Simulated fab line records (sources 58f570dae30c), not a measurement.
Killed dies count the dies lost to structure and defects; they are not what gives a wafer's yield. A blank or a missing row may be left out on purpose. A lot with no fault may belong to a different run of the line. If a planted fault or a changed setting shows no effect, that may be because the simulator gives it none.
Problem report in the 8D (eight disciplines) form, filled by code + flow berkeley_cmos170 + the parts of the form that need people (team, actions taken, sign-off) are left out

== 1. THE PROBLEM ==
Wafers without a fault read 1.000 a.u., standard deviation 0.017; oes_product_au at UCB170_M3_ETCH_17 reads a mean of 0.887 a.u. on 6 wafers belonging to 2 lots. That puts it -6.7 standard deviations away from the usual mean.
The step: etches BARC in N2/H2.
Seen first at day 10 10:47 on rie_diel-01, wafer L327.2. The record holds 42 wafers of 14 lots with a number at this step. By rule, "out" or "out of limits" means more than 4 standard deviations away from the usual mean. The rest of the wafers with a number are treated as sound.

== 2. WHAT IT IS; WHAT IT IS NOT ==
| question                    | is                     | is not                                                                                             |
|-----------------------------|------------------------|----------------------------------------------------------------------------------------------------|
| which readings at this step | oes_product_au         | drypump_motor_current_A, n2_flow_sccm, throttle_valve_pct                                          |
| which lots                  | L327, L328             | L317, L319, L320, L321, L322, L324, L332, L333, L335, L336, L338, L339                             |
| which wafers of those lots  | all that have a number | -                                                                                                  |
| read on which tools         | rie_diel-01            | rie_diel-02, rie_diel-03                                                                           |
| when                        | from day 10 10:47      | up to then (18 sound wafers); but 18 sound wafers of L332, L333, L335, L336, L338, L339 came after |

== 3. THE SUSPECTS, EACH WITH WHAT RULES IT OUT ==
Counting: a tool at any process step up to the reading remains a suspect when it ran all the lots that are out and ran no sound lot after the first of those.
- rie_diel-01 at UCB170_M3_ETCH_17 (etches BARC in N2/H2): kept. Every lot that is out went through it, starting with L327 (day 10 10:47), and after that it ran no sound lot; the last sound lot it ran before then is L324 (day 9 09:05). Its own oes_product_au readings are out on those wafers.
Remaining after the count: rie_diel-01 at UCB170_M3_ETCH_17.

== 4. THE CAUSE (what the simulator had put in) ==
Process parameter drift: rie_diel-01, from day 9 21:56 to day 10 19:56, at UCB170_M3_ETCH_17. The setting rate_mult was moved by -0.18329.
Counting left only this tool.

== 5. SEQUENCE OF EFFECTS, ordered by route ==
One row per reading whose mean, taken over the struck wafers that have a number, lies over 3 standard deviations from the usual. Scope: only readings with a usual standard deviation given in the record; hours: median across lots of the time from each lot's start at the first step in this table that gives one to its start at this step; sigmas: change in usual standard deviations.
| hours | step              | reading        | usual      | on struck wafers | change | sigmas |
|-------|-------------------|----------------|------------|------------------|--------|--------|
| 0     | UCB170_M3_ETCH_17 | oes_product_au | 1.000 a.u. | 0.887            | -0.113 | -6.7   |
The process steps in it:
- UCB170_M3_ETCH_17: etches BARC in N2/H2.

== 6. WHAT WOULD HAVE CAUGHT IT SOONER ==
In this record the first reading out of limits was taken at day 10 10:47, 13 hours after the fault began at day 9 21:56.
